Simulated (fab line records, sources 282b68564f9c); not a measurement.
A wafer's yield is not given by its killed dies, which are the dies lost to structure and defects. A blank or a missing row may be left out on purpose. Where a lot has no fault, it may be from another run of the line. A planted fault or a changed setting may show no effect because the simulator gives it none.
fab line records -- flow rit_cmos
record lots=6, wafers=18, last_day=7
route steps=202 shown SDANNEAL@156 PSD@157 NSD@158 PLDD@159 NLDD@160 SILICIDE@161 CONTACT@168 M1@202
lots that met no fault: taken from a fault-free run of the same line
start_h: the number of hours between the record's first day and the start of the first shown wafer of the lot -- wait_h: hours from the lot's prior step to this one -- " identical to the entry in the row above -- L1.1+2: a single row standing in for several wafers -- - no value, or no start was given -- * or withheld: withheld -- < > ~ a bound
route shown NAME@n: a module of which the file shows steps, and the number in the route of the first -- usual: mean/standard deviation taken from wafers without a fault -- same: alike in all rows -- chamber/n: place in a boat -- sites: each site's reading -- _std_site: how widely they spread, as a standard deviation -- _edge_site: outer sites' mean less inner sites' -- radius_mm: how far each site lies from the wafer's centre -- mask NAME#n: copy n -- behind: tool/chamber where the wafer was last shaped -- hold: what put the lot on hold/how long, in hours/how the hold closed -- device: which transistor (n, p or np) failed to switch -- end of line: the route-end tests of the same wafers -- a step with no rows: only its recipe -- killed: count of dies lost to structure and defects at first sort (not the wafer's yield) -- map: a wafer's dies, marking killed ones x, the rest . and places with no die _
set.NAME: setting as actually run; set.NAME@STEP: the setting as run at that earlier step -- model.NAME: the simulator's own value behind a step, which no gauge read
certain route steps with their lots: each step a table, each wafer a row
services: the hour from which a tool's chamber was out of use, counted from the record's first day as start_h (under 0 if before that day), plus the number of hours and why
## steps
# step RIT_SDANNEAL_RTA_03
# recipe temp_c=1050, time_s=5, idle_temp_c=600, ramp_up_c_per_s=342, ramp_down_c_per_s=171, cool_to_c=600, ambient=N2
# usual wafer_temp_C_max=1053.4/1.3
lot.wafer,tool,chamber,start_h,wait_h,wafer_temp_C_max
L249.3,rtp_anneal-02,0,61.20,0.0,1053.6
L249.4,rtp_anneal-02,0,61.20,0.0,1052.9
L249.5,rtp_anneal-02,0,61.20,0.0,1052.8
L250.1,rtp_anneal-01,0,64.93,0.0,1053.1
L250.2,rtp_anneal-01,0,64.93,0.0,1052.0
L250.4,rtp_anneal-01,0,64.93,0.0,1052.5
L257.2,rtp_anneal-02,0,105.41,0.0,1053.4
L257.3,rtp_anneal-02,0,105.41,0.0,1053.0
L257.5,rtp_anneal-02,0,105.41,0.0,1054.1
L264.1,rtp_anneal-01,0,141.88,0.0,1053.6
L264.4,rtp_anneal-01,0,141.88,0.0,1053.5
L264.5,rtp_anneal-01,0,141.88,0.0,1052.0
L270.2,rtp_anneal-02,0,169.12,0.0,1053.4
L270.5,rtp_anneal-02,0,169.12,0.0,1053.8
L270.6,rtp_anneal-02,0,169.12,0.0,1054.8
L269.1,rtp_anneal-01,0,169.33,0.0,1052.7
L269.4,rtp_anneal-01,0,169.33,0.0,1053.9
L269.6,rtp_anneal-01,0,169.33,0.0,1053.8
# step RIT_SDANNEAL_RS_MEAS_04
# recipe thk_meas_gauge=four-point-probe
# usual PSD_RS=115.89/0.24
lot.wafer,tool,chamber,start_h,wait_h,PSD_RS[ohm/sq]
L249.3,film_metro-03,-,61.28,0.1,115.92
L249.4,film_metro-03,-,61.28,0.1,115.61
L249.5,film_metro-03,-,61.28,0.1,115.80
L250.1,film_metro-04,-,64.98,0.0,115.84
L250.2,film_metro-04,-,64.98,0.0,115.55
L250.4,film_metro-04,-,64.98,0.0,115.91
L257.2,film_metro-03,-,105.48,0.1,115.71
L257.3,film_metro-03,-,105.48,0.1,115.95
L257.5,film_metro-03,-,105.48,0.1,115.45
L264.1,film_metro-04,-,141.94,0.0,116.26
L264.4,film_metro-04,-,141.94,0.0,116.36
L264.5,film_metro-04,-,141.94,0.0,116.19
L270.2,film_metro-04,-,169.19,0.1,116.04
L270.5,film_metro-04,-,169.19,0.1,115.64
L270.6,film_metro-04,-,169.19,0.1,115.81
L269.1,film_metro-03,-,169.39,0.0,115.88
L269.4,film_metro-03,-,169.39,0.0,115.52
L269.6,film_metro-03,-,169.39,0.0,115.60
# step RIT_SDANNEAL_RS_MEAS_05
# recipe thk_meas_gauge=four-point-probe
# usual NSD_RS=84.6/0.31
lot.wafer,tool,chamber,start_h,wait_h,NSD_RS[ohm/sq]
L249.3,film_metro-03,-,61.40,0.1,84.5
L249.4,film_metro-03,-,61.40,0.1,84.5
L249.5,film_metro-03,-,61.40,0.1,84.3
L250.1,film_metro-04,-,65.10,0.1,84.7
L250.2,film_metro-04,-,65.10,0.1,84.8
L250.4,film_metro-04,-,65.10,0.1,85.0
L257.2,film_metro-03,-,105.60,0.1,84.8
L257.3,film_metro-03,-,105.60,0.1,84.9
L257.5,film_metro-03,-,105.60,0.1,85.2
L264.1,film_metro-04,-,142.06,0.1,84.6
L264.4,film_metro-04,-,142.06,0.1,84.8
L264.5,film_metro-04,-,142.06,0.1,84.7
L270.2,film_metro-04,-,169.31,0.1,84.8
L270.5,film_metro-04,-,169.31,0.1,84.7
L270.6,film_metro-04,-,169.31,0.1,84.7
L269.1,film_metro-03,-,169.51,0.1,84.5
L269.4,film_metro-03,-,169.51,0.1,84.3
L269.6,film_metro-03,-,169.51,0.1,84.3
# step RIT_SDANNEAL_RS_MEAS_06
# recipe thk_meas_gauge=four-point-probe
# usual PLDD_RS=180.0/0.53
lot.wafer,tool,chamber,start_h,wait_h,PLDD_RS[ohm/sq]
L249.3,film_metro-03,-,61.52,0.1,179.4
L249.4,film_metro-03,-,61.52,0.1,180.0
L249.5,film_metro-03,-,61.52,0.1,180.1
L250.1,film_metro-04,-,65.22,0.1,179.7
L250.2,film_metro-04,-,65.22,0.1,179.6
L250.4,film_metro-04,-,65.22,0.1,179.7
L257.2,film_metro-03,-,105.72,0.1,179.9
L257.3,film_metro-03,-,105.72,0.1,179.3
L257.5,film_metro-03,-,105.72,0.1,180.0
L264.1,film_metro-04,-,142.18,0.1,179.4
L264.4,film_metro-04,-,142.18,0.1,179.3
L264.5,film_metro-04,-,142.18,0.1,179.2
L270.2,film_metro-04,-,169.43,0.1,179.6
L270.5,film_metro-04,-,169.43,0.1,179.4
L270.6,film_metro-04,-,169.43,0.1,179.7
L269.1,film_metro-03,-,169.63,0.1,180.1
L269.4,film_metro-03,-,169.63,0.1,180.7
L269.6,film_metro-03,-,169.63,0.1,180.0
# step RIT_SDANNEAL_RS_MEAS_07
# recipe thk_meas_gauge=four-point-probe
# usual NLDD_RS=151.6/0.42
lot.wafer,tool,chamber,start_h,wait_h,NLDD_RS[ohm/sq]
L249.3,film_metro-03,-,61.64,0.1,150.6
L249.4,film_metro-03,-,61.64,0.1,151.1
L249.5,film_metro-03,-,61.64,0.1,151.1
L250.1,film_metro-04,-,65.34,0.1,151.1
L250.2,film_metro-04,-,65.34,0.1,151.9
L250.4,film_metro-04,-,65.34,0.1,151.7
L257.2,film_metro-03,-,105.84,0.1,151.5
L257.3,film_metro-03,-,105.84,0.1,151.2
L257.5,film_metro-03,-,105.84,0.1,151.2
L264.1,film_metro-04,-,142.30,0.1,151.7
L264.4,film_metro-04,-,142.30,0.1,150.9
L264.5,film_metro-04,-,142.30,0.1,151.7
L270.2,film_metro-04,-,169.55,0.1,150.9
L270.5,film_metro-04,-,169.55,0.1,151.0
L270.6,film_metro-04,-,169.55,0.1,151.3
L269.1,film_metro-03,-,169.75,0.1,151.3
L269.4,film_metro-03,-,169.75,0.1,151.3
L269.6,film_metro-03,-,169.75,0.1,150.8
# step RIT_SILICIDE_WET_ETCH_00
# recipe chemistry=BOE, target=SiO2, target_depth_nm=14, time_s=15, dry=n2_spin, dilution=10:1, temp_c=21.5
# step RIT_SILICIDE_SPUTTER_01
# recipe material=Ti, target_thk_nm=30, power_w=361.5, chamber_pressure_pa=0.667, gas=Ar, time_s=240, substrate_temp_c=25
# usual throttle_valve_pct=29.6/1.4
lot.wafer,tool,chamber,start_h,wait_h,throttle_valve_pct
L249.3,pvd_sputter-04,-,61.73,0.0,31.8
L249.4,pvd_sputter-04,-,61.73,0.0,29.3
L249.5,pvd_sputter-04,-,61.73,0.0,31.7
L250.1,pvd_sputter-02,-,65.48,0.0,28.3
L250.2,pvd_sputter-02,-,65.48,0.0,29.9
L250.4,pvd_sputter-02,-,65.48,0.0,31.4
L257.2,pvd_sputter-04,-,105.95,0.0,27.6
L257.3,pvd_sputter-04,-,105.95,0.0,32.1
L257.5,pvd_sputter-04,-,105.95,0.0,32.0
L264.1,pvd_sputter-04,-,142.44,0.0,30.0
L264.4,pvd_sputter-04,-,142.44,0.0,31.7
L264.5,pvd_sputter-04,-,142.44,0.0,29.2
L270.2,pvd_sputter-04,-,169.66,0.0,29.4
L270.5,pvd_sputter-04,-,169.66,0.0,28.1
L270.6,pvd_sputter-04,-,169.66,0.0,32.2
L269.1,pvd_sputter-01,-,169.88,0.0,28.3
L269.4,pvd_sputter-01,-,169.88,0.0,30.3
L269.6,pvd_sputter-01,-,169.88,0.0,28.4
# step RIT_SILICIDE_RS_MEAS_02
# recipe thk_meas_gauge=four-point-probe, reads=Ti_of_SILICIDE_SPUTTER_01
# usual SILICIDE_TI_RS=46.0/0.65
lot.wafer,tool,chamber,start_h,wait_h,SILICIDE_TI_RS[ohm/sq]
L249.3,film_metro-04,-,61.92,0.1,45.3
L249.4,film_metro-04,-,61.92,0.1,46.4
L249.5,film_metro-04,-,61.92,0.1,45.4
L250.1,film_metro-01,-,65.63,0.1,46.4
L250.2,film_metro-01,-,65.63,0.1,46.1
L250.4,film_metro-01,-,65.63,0.1,45.7
L257.2,film_metro-01,-,106.12,0.1,45.9
L257.3,film_metro-01,-,106.12,0.1,45.5
L257.5,film_metro-01,-,106.12,0.1,45.3
L264.1,film_metro-01,-,142.59,0.1,45.8
L264.4,film_metro-01,-,142.59,0.1,45.2
L264.5,film_metro-01,-,142.59,0.1,45.2
L270.2,film_metro-02,-,169.83,0.1,44.9
L270.5,film_metro-02,-,169.83,0.1,45.5
L270.6,film_metro-02,-,169.83,0.1,44.7
L269.1,film_metro-01,-,170.03,0.1,45.9
L269.4,film_metro-01,-,170.03,0.1,45.7
L269.6,film_metro-01,-,170.03,0.1,46.0
# step RIT_SILICIDE_THK_MEAS_03
# recipe thk_meas_gauge=xrf, reads=Ti_of_SILICIDE_SPUTTER_01
# usual SILICIDE_TI_THK=30.7/0.36
lot.wafer,tool,chamber,start_h,wait_h,SILICIDE_TI_THK[nm]
L249.3,film_metro-04,-,62.02,0.1,31.0
L249.4,film_metro-04,-,62.02,0.1,30.4
L249.5,film_metro-04,-,62.02,0.1,30.8
L250.1,film_metro-01,-,65.75,0.1,30.5
L250.2,film_metro-01,-,65.75,0.1,30.5
L250.4,film_metro-01,-,65.75,0.1,30.8
L257.2,film_metro-01,-,106.23,0.1,30.6
L257.3,film_metro-01,-,106.23,0.1,30.9
L257.5,film_metro-01,-,106.23,0.1,31.1
L264.1,film_metro-01,-,142.71,0.1,30.7
L264.4,film_metro-01,-,142.71,0.1,31.1
L264.5,film_metro-01,-,142.71,0.1,31.0
L270.2,film_metro-02,-,169.94,0.1,31.4
L270.5,film_metro-02,-,169.94,0.1,31.3
L270.6,film_metro-02,-,169.94,0.1,31.8
L269.1,film_metro-01,-,170.15,0.1,30.7
L269.4,film_metro-01,-,170.15,0.1,30.6
L269.6,film_metro-01,-,170.15,0.1,30.5
# step RIT_SILICIDE_RTA_04
# recipe temp_c=650, time_s=10, idle_temp_c=25, ramp_up_s=5, ramp_down_s=5, cool_to_c=25, ambient=N2
# usual wafer_temp_C_max=653.6/1.1
lot.wafer,tool,chamber,start_h,wait_h,wafer_temp_C_max
L249.3,rtp_anneal-01,0,62.08,0.1,652.3
L249.4,rtp_anneal-01,0,62.08,0.1,652.4
L249.5,rtp_anneal-01,0,62.08,0.1,652.3
L250.1,rtp_anneal-02,0,65.81,0.1,652.9
L250.2,rtp_anneal-02,0,65.81,0.1,653.7
L250.4,rtp_anneal-02,0,65.81,0.1,654.1
L257.2,rtp_anneal-01,0,106.29,0.1,652.0
L257.3,rtp_anneal-01,0,106.29,0.1,652.4
L257.5,rtp_anneal-01,0,106.29,0.1,651.8
L264.1,rtp_anneal-02,0,142.77,0.1,655.0
L264.4,rtp_anneal-02,0,142.77,0.1,654.1
L264.5,rtp_anneal-02,0,142.77,0.1,654.4
L270.2,rtp_anneal-02,0,170.00,0.1,653.6
L270.5,rtp_anneal-02,0,170.00,0.1,654.2
L270.6,rtp_anneal-02,0,170.00,0.1,654.9
L269.1,rtp_anneal-02,0,170.21,0.1,653.6
L269.4,rtp_anneal-02,0,170.21,0.1,653.8
L269.6,rtp_anneal-02,0,170.21,0.1,653.4
# step RIT_SILICIDE_WET_ETCH_05
# recipe chemistry=SPM, target=Ti, temp_c=90, time_s=120, dry=n2_spin
# step RIT_SILICIDE_RTA_06
# recipe temp_c=750, time_s=10, idle_temp_c=25, ramp_up_s=5, ramp_down_s=10, cool_to_c=25, ambient=N2
# usual wafer_temp_C_max=754.2/1.4
lot.wafer,tool,chamber,start_h,wait_h,wafer_temp_C_max
L249.3,rtp_anneal-02,0,62.20,0.0,755.1
L249.4,rtp_anneal-02,0,62.20,0.0,755.0
L249.5,rtp_anneal-02,0,62.20,0.0,755.3
L250.1,rtp_anneal-01,0,65.91,0.0,752.4
L250.2,rtp_anneal-01,0,65.91,0.0,752.8
L250.4,rtp_anneal-01,0,65.91,0.0,753.3
L257.2,rtp_anneal-02,0,106.40,0.0,757.8
L257.3,rtp_anneal-02,0,106.40,0.0,755.3
L257.5,rtp_anneal-02,0,106.40,0.0,756.2
L264.1,rtp_anneal-01,0,142.88,0.0,752.9
L264.4,rtp_anneal-01,0,142.88,0.0,753.0
L264.5,rtp_anneal-01,0,142.88,0.0,752.5
L270.2,rtp_anneal-01,0,170.11,0.0,752.6
L270.5,rtp_anneal-01,0,170.11,0.0,752.2
L270.6,rtp_anneal-01,0,170.11,0.0,752.7
L269.1,rtp_anneal-01,0,170.32,0.0,752.2
L269.4,rtp_anneal-01,0,170.32,0.0,752.6
L269.6,rtp_anneal-01,0,170.32,0.0,752.5
# step RIT_CONTACT_CVD_00
# recipe material=SiO2, target_thk_nm=400, precursor=TEOS, temp_c=390, time_s=61, rf_w=400
# usual heater_power_w=337/48
lot.wafer,tool,chamber,start_h,wait_h,heater_power_w
L249.3,pecvd-03,1,62.24,0.0,348
L249.4,pecvd-03,1,62.24,0.0,250
L249.5,pecvd-03,0,62.24,0.0,315
L250.1,pecvd-02,0,65.98,0.1,371
L250.2,pecvd-02,1,65.98,0.1,320
L250.4,pecvd-02,2,65.98,0.1,315
L257.2,pecvd-01,1,106.46,0.0,288
L257.3,pecvd-01,2,106.46,0.0,338
L257.5,pecvd-01,0,106.46,0.0,384
L264.1,pecvd-03,2,142.94,0.1,360
L264.4,pecvd-03,2,142.94,0.1,365
L264.5,pecvd-03,0,142.94,0.1,328
L270.2,pecvd-01,0,170.17,0.0,433
L270.5,pecvd-01,2,170.17,0.0,426
L270.6,pecvd-01,0,170.17,0.0,440
L269.1,pecvd-03,0,170.38,0.1,331
L269.4,pecvd-03,0,170.38,0.1,343
L269.6,pecvd-03,1,170.38,0.1,334
# step RIT_CONTACT_THK_MEAS_01
# recipe reads=SiO2_of_CONTACT_CVD_00
# usual CONTACT_TEOS_THK=401/5.7
lot.wafer,tool,chamber,start_h,wait_h,CONTACT_TEOS_THK[nm]
L249.3,film_metro-04,-,62.31,0.0,396
L249.4,film_metro-04,-,62.31,0.0,400
L249.5,film_metro-04,-,62.31,0.0,398
L250.1,film_metro-03,-,66.03,0.0,406
L250.2,film_metro-03,-,66.03,0.0,394
L250.4,film_metro-03,-,66.03,0.0,401
L257.2,film_metro-04,-,106.52,0.0,399
L257.3,film_metro-04,-,106.52,0.0,401
L257.5,film_metro-04,-,106.52,0.0,408
L264.1,film_metro-04,-,143.00,0.0,396
L264.4,film_metro-04,-,143.00,0.0,403
L264.5,film_metro-04,-,143.00,0.0,326
L270.2,film_metro-04,-,170.23,0.0,395
L270.5,film_metro-04,-,170.23,0.0,401
L270.6,film_metro-04,-,170.23,0.0,405
L269.1,film_metro-01,-,170.43,0.0,322
L269.4,film_metro-01,-,170.43,0.0,326
L269.6,film_metro-01,-,170.43,0.0,406
# step RIT_CONTACT_HMDS_02
# recipe prime_time_s=60, prime_temp_c=140
# step RIT_M1_PROBE_99
# usual killed_at_contacts=0.1/0.28, killed_at_front_end=7.0/2.9, killed_dies=7.0/2.9, killed_open=3.4/2.1, killed_short=3.6/1.7
# same gross_dies=264, killed_at_M0_to_M3=0, killed_at_M4_up=0, killed_at_back_side=0, killed_at_other=0
lot.wafer,tool,chamber,start_h,wait_h,killed_at_contacts,killed_at_front_end,killed_dies,killed_open,killed_short
L249.3,prober-02,-,69.27,0.2,0,3,3,1,2
L249.4,prober-02,-,69.32,0.2,0,5,5,2,3
L249.5,prober-02,-,69.37,0.2,0,9,9,5,4
L257.2,prober-01,-,112.90,0.1,0,11,11,8,3
L257.3,prober-01,-,112.95,0.2,0,1,1,0,1
L257.5,prober-01,-,113.05,0.2,0,3,3,2,1
L264.1,prober-02,-,149.54,0.1,0,9,9,5,4
L264.4,prober-02,-,149.69,0.2,0,11,11,7,4
L264.5,prober-02,-,149.74,0.2,0,9,9,3,6
L270.2,prober-01,-,176.78,0.1,0,5,5,3,2
L270.5,prober-01,-,176.93,0.2,0,6,6,4,2
L270.6,prober-01,-,176.98,0.2,0,8,8,3,5
L269.4,prober-02,-,178.38,0.2,1,9,10,3,6
# killed by level:class
L249.3 SPACER:geometric_particle:short=2 FOX1:geometric_particle:open=1
L249.4 SPACER:geometric_particle:short=2 FOX2:geometric_particle:open=1 GATE:geometric_particle:open=1 REOX:geometric_particle:short=1
L249.5 SPACER:geometric_particle:short=2 SPACER:geometric_particle:open=2 GATE:geometric_particle:short=1 GATE:geometric_particle:open=1 REOX:geometric_particle:open=1 SILICIDE:geometric_particle:open=1 SILICIDE:geometric_particle:short=1
L257.2 SPACER:geometric_particle:open=4 GATE:geometric_particle:open=2 FOX2:geometric_particle:open=1 GATE:geometric_particle:short=1 REOX:geometric_particle:open=1 SPACER:geometric_particle:short=1 SILICIDE:geometric_particle:short=1
L257.3 GATE:geometric_particle:short=1
L257.5 GATE:geometric_particle:short=1 GATE:geometric_particle:open=1 SPACER:geometric_particle:open=1
L264.1 GATE:geometric_particle:short=4 GATE:geometric_particle:open=2 SPACER:geometric_particle:open=2 REOX:geometric_particle:open=1
L264.4 GATE:geometric_particle:open=4 SPACER:geometric_particle:short=3 SPACER:geometric_particle:open=2 FOX2:geometric_particle:open=1 REOX:geometric_particle:short=1
L264.5 FOX2:geometric_particle:open=2 REOX:geometric_particle:short=2 SPACER:geometric_particle:short=2 FOX1:geometric_particle:short=1 REOX:geometric_particle:open=1 SILICIDE:geometric_particle:short=1
L270.2 SPACER:geometric_particle:open=3 FOX1:geometric_particle:short=1 SILICIDE:geometric_particle:short=1
L270.5 FOX1:geometric_particle:open=3 FOX2:geometric_particle:short=1 FOX2:geometric_particle:open=1 GATE:geometric_particle:short=1
L270.6 GATE:geometric_particle:short=2 GATE:geometric_particle:open=2 SPACER:geometric_particle:short=2 REOX:geometric_particle:short=1 REOX:geometric_particle:open=1
L269.4 GATE:geometric_particle:short=3 FOX2:geometric_particle:open=2 FOX2:geometric_particle:short=1 GATE:geometric_particle:open=1 SPACER:geometric_particle:short=1 SILICIDE:geometric_particle:short=1 CONTACT:area_cvd=1
## services
tool,chamber,start_h,hours,kind
pecvd-03,-,45.24,2.8,pm
pvd_sputter-04,-,47.80,1.7,repair
pecvd-03,-,54.41,5.5,pm
pvd_sputter-04,-,92.36,1.4,repair
pvd_sputter-01,-,111.26,4.3,repair
rtp_anneal-01,-,127.36,5.4,pm
pvd_sputter-02,-,141.45,3.2,repair
pvd_sputter-02,-,161.72,9.3,repair
pvd_sputter-02,-,167.20,0.7,repair
pvd_sputter-02,-,169.51,3.9,repair
## key
first_sign step=RIT_CONTACT_THK_MEAS_01, reading=CONTACT_TEOS_THK, direction=down, sigmas=13, usual=401, struck=325
effect none on later readings
met_at RIT_CONTACT_CVD_00
struck_wafers L264.5,L269.1,L269.4
tester_left_out L264,L269
onset_between 62.24 142.94
fault kind=site_profile_drift, tool=pecvd-03, chamber=0, onset_h=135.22, steps=RIT_CONTACT_CVD_00, basis=fraction, max_abs_drift=0.46541, slope_share_per_hr=103.43, site_pattern=0,0,0,0,0,-1,-1,-1,-1
# tester_left_out: of these lots the tester's yield and bins aren't shown, on N5 and GAA mostly nor the transistor test; their killed dies are dies lost to structure and defects alone, not to doping, threshold or leakage, so they don't give the yield
